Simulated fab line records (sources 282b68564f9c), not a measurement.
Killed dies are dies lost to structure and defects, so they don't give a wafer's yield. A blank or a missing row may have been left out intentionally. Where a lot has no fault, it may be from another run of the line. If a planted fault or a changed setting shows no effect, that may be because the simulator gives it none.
Which tool did it? -- flow rit-cmos -- 7 lots with 21 wafers sampled at 3 steps, on a route of 202 steps

WHAT THE GAUGES READ, wafer by wafer
RIT_SDANNEAL_RS_MEAS_05: measurement is done with a four-point probe.
lot,measured,on,NSD_RS (ohm/sq)
L353,day 3 10:58,film-metro-04,84.68 84.35 84.34
L355,day 3 17:24,film-metro-01,84.34 84.49 84.14
L357,day 4 02:41,film-metro-03,86.15 86.29 86.06
L366,day 6 02:05,film-metro-01,84.90 84.73 84.87
L369,day 6 16:20,film-metro-03,84.37 84.39 84.49
L371,day 7 01:49,film-metro-03,84.33 84.15 84.23
L375,day 7 21:15,film-metro-01,84.36 84.43 84.83

EACH LOT AND THE TOOL THAT RAN IT (in order: tool; ch and the chambers of the sampled wafers; start)
lot,RIT_NSD_IMPLANT_08,RIT_SDANNEAL_RTA_03
L353,"implanter-01 ch 0, day 3 08:35","rtp-anneal-02 ch 0, day 3 10:47"
L355,"implanter-01 ch 0, day 3 15:02","rtp-anneal-02 ch 0, day 3 17:14"
L357,"implanter-01 ch 0, day 4 00:20","rtp-anneal-02 ch 0, day 4 02:30"
L366,"implanter-02 ch 0, day 5 23:31","rtp-anneal-01 ch 0, day 6 01:54"
L369,"implanter-02 ch 0, day 6 13:46","rtp-anneal-01 ch 0, day 6 16:10"
L371,"implanter-02 ch 0, day 6 23:20","rtp-anneal-01 ch 0, day 7 01:38"
L375,"implanter-02 ch 0, day 7 18:33","rtp-anneal-02 ch 0, day 7 21:04"
- RIT_NSD_IMPLANT_08
- RIT_SDANNEAL_RTA_03: time 5 s.

THE ANSWER, worked out from the rows above alone
Rule: the usual values come from the lots themselves. The widest of any qualifying gaps counts: lots, ordered by their means at a reading, are off when they make up no more than a third of the lots, leave a main group of 4 or more, and stand apart from it by 3 or more times the standard deviation of that group's means. A main group is skipped when, at the precision printed for the reading in the tables above, its means are all equal. Also off: a lot with no number at a reading for which 4 or more lots have one. Where the step has rows for the other lots, those lots are counted as sound.
Off: at RIT_SDANNEAL_RS_MEAS_05 (NSD_RS), L357. Main group: mean 84.47 ohm/sq, sd 0.19.
A tool fits if, at a process step before that reading, it ran every lot that is off, and no sound lot after the first of them. The gauges at RIT_SDANNEAL_RS_MEAS_05 are tried like those tools. One fits: RIT_NSD_IMPLANT_08 on implanter-01. A fault onset in the window from L355 (day 3 15:02, its last sound lot) to L357 (day 4 00:20, its first lot off) fits.

WHAT THE SIMULATOR HAD PUT IN
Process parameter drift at RIT_NSD_IMPLANT_08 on implanter-01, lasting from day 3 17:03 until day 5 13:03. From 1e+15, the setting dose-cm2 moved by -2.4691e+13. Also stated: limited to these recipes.
Shown lots that were struck: L357. The rule above found the same.
